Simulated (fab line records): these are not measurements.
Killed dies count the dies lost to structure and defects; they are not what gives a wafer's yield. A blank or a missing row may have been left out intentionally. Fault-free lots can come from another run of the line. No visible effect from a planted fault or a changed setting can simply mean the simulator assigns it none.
Which tool was responsible?    flow ritCmos    Sampling: 8 lots, 24 wafers, 2 of 202 route steps

== WHAT THE GAUGES SHOWED, per wafer ==
RIT_ACTIVE_THK_MEAS_04.
lot   measured     on            ACTIVE_NITRIDE_THK (nm)
L982  day 1 13:32  filmMetro-02  148.0 146.9 147.6
L983  day 1 18:34  filmMetro-03  148.0 148.3 148.2
L984  day 1 23:32  filmMetro-02  151.0 149.7 149.9
L985  day 2 04:32  filmMetro-04  148.5 149.7 148.3
L989  day 3 00:32  filmMetro-04  119.4 118.8 118.7
L990  day 3 05:32  filmMetro-04  117.5 117.4 117.9
L100  day 5 07:32  filmMetro-03  149.8 149.4 150.9
L103  day 5 22:41  filmMetro-02  150.4 148.5 149.2

== WHICH TOOL RAN EACH LOT (tool, then ch and the chambers of the sampled wafers, then the start) ==
lot   RIT_ACTIVE_CVD_03
L982  lpcvd-02 ch 0, day 1 12:07
L983  lpcvd-02 ch 0, day 1 17:07
L984  lpcvd-01 ch 0, day 1 22:07
L985  lpcvd-02 ch 0, day 2 03:07
L989  lpcvd-01 ch 0, day 2 23:07
L990  lpcvd-01 ch 1, day 3 04:07
L100  lpcvd-02 ch 0, day 5 06:07
L103  lpcvd-02 ch 1, day 5 21:16
- RIT_ACTIVE_CVD_03: deposits Si3N4 from SiH2Cl2/NH3, target thk 150 nm, time 1500 s.

== THE ANSWER, worked out from the rows above alone ==
Rule: the usual values come from the lots themselves. The widest of any qualifying gaps counts: lots, ordered by their means at a reading, are off when they make up no more than a third of the lots, leave a main group of 4 or more, and stand apart from it by 3 or more times the standard deviation of that group's means. If all means in a main group match to the digits the tables above print for the reading, that group is not used. A lot without any number at a reading at which 4 lots or more have one is off too. Where the step has rows for the other lots, those lots are counted as sound.
Off: at RIT_ACTIVE_THK_MEAS_04 (ACTIVE_NITRIDE_THK), L989, L990. The main group has a mean of 149.0 nm with a standard deviation of 0.97.
A tool fits if, at a process step before that reading, it ran every lot that is off, and no sound lot after the first of them. Gauges at RIT_ACTIVE_THK_MEAS_04: tried the same way as those tools. This does not decide it: 2 tools fit, namely lpcvd-01 at RIT_ACTIVE_CVD_03 and filmMetro-04 at RIT_ACTIVE_THK_MEAS_04.

== WHAT THE SIMULATOR PUT IN ==
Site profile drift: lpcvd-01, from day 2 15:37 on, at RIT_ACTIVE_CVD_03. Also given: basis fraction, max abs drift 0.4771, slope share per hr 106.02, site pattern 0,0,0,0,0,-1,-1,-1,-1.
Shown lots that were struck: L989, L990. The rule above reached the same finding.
